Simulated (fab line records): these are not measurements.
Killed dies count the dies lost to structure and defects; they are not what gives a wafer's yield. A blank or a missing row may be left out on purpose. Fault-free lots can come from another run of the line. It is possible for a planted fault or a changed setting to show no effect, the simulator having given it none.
Problem report, 8D (eight disciplines) form, completed by code    flow rit-cmos    the parts of the form that need people (team, actions taken, sign-off) are left out

== 1. WHAT WENT WRONG ==
Wafers without a fault read 2000.0 rpm, standard deviation 1.3; spin-speed-rpm at RIT_PRETRO_COAT_01 reads a mean of 1966.9 rpm on 6 wafers belonging to 2 lots. That puts it -25 standard deviations away from the usual mean.
The step: resist thk 1300 nm.
Earliest sighting: wafer L949.3 on litho-track-02 at day 6 10:02. Wafers with a number at this step in the record: 18, from 6 lots. Rule for "out" (also "out of limits"): further than 4 standard deviations from the usual mean. All remaining wafers that have a number are taken as sound.

== 2. WHAT IT IS AND WHAT IT IS NOT ==
question                     is                      is not
which readings at this step  spin-speed-rpm          dispense-pressure-kPa, resist-line-temp-C
which lots                   L949, L951              L930, L937, L941, L952
which wafers of those lots   all that have a number  -
read on which tools          litho-track-02          litho-track-01
when                         from day 6 10:02        up to then (9 sound wafers); but 3 sound wafers of L952 came after

== 3. SUSPECTS, AND WHAT RULES EACH OUT ==
Counting: any tool at a process step up to the reading is kept as a suspect provided that every lot that is out went through it and no sound lot did after the first of them.
- plasma-asher-04 at RIT_NRETRO_STRIP_09 (strips in O2, time 180 s): kept. It processed each lot that is out, first L949 at day 6 09:39, and no sound lot thereafter; up to then, the last sound lot it processed was L941 at day 4 17:35.
- litho-track-02 at RIT_PRETRO_COAT_01 (resist thk 1300 nm): kept. It processed each lot that is out, first L949 at day 6 10:02, and no sound lot thereafter; up to then, the last sound lot it processed was L941 at day 4 17:58. Its own spin-speed-rpm readings are out on those wafers.
What counting leaves: plasma-asher-04 at RIT_NRETRO_STRIP_09 and litho-track-02 at RIT_PRETRO_COAT_01.

== 4. THE CAUSE (what the simulator had put in) ==
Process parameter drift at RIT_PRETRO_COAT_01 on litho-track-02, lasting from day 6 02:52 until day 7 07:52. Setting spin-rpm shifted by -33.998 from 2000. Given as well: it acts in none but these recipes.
Of the 2 suspects that counting leaves, this tool is one.

== 5. THE EFFECT CHAIN, in route order ==
Each row: a reading where the mean over the struck wafers with a number is more than 3 standard deviations away from the usual. Only readings for which the record gives a usual standard deviation are gone through. hours: the time from each lot's start at the first step in this table that gives one to its start at this step, as a median over the lots. sigmas: the change in usual standard deviations.
hours  step                reading         usual       on struck wafers  change  sigmas
0      RIT_PRETRO_COAT_01  spin-speed-rpm  2000.0 rpm  1966.9            -33.1   -25
Its process steps:
- RIT_PRETRO_COAT_01: resist thk 1300 nm.
Later steps that measure or inspect, where all struck wafers having a row at the step show a number for every such reading and not one has moved that far: RIT_PRETRO_OVL_MEAS_06.

== 6. WHAT WOULD HAVE CAUGHT IT SOONER ==
The fault began at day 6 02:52; the first out-of-limits reading in this record came at day 6 10:02, 7 hours later.
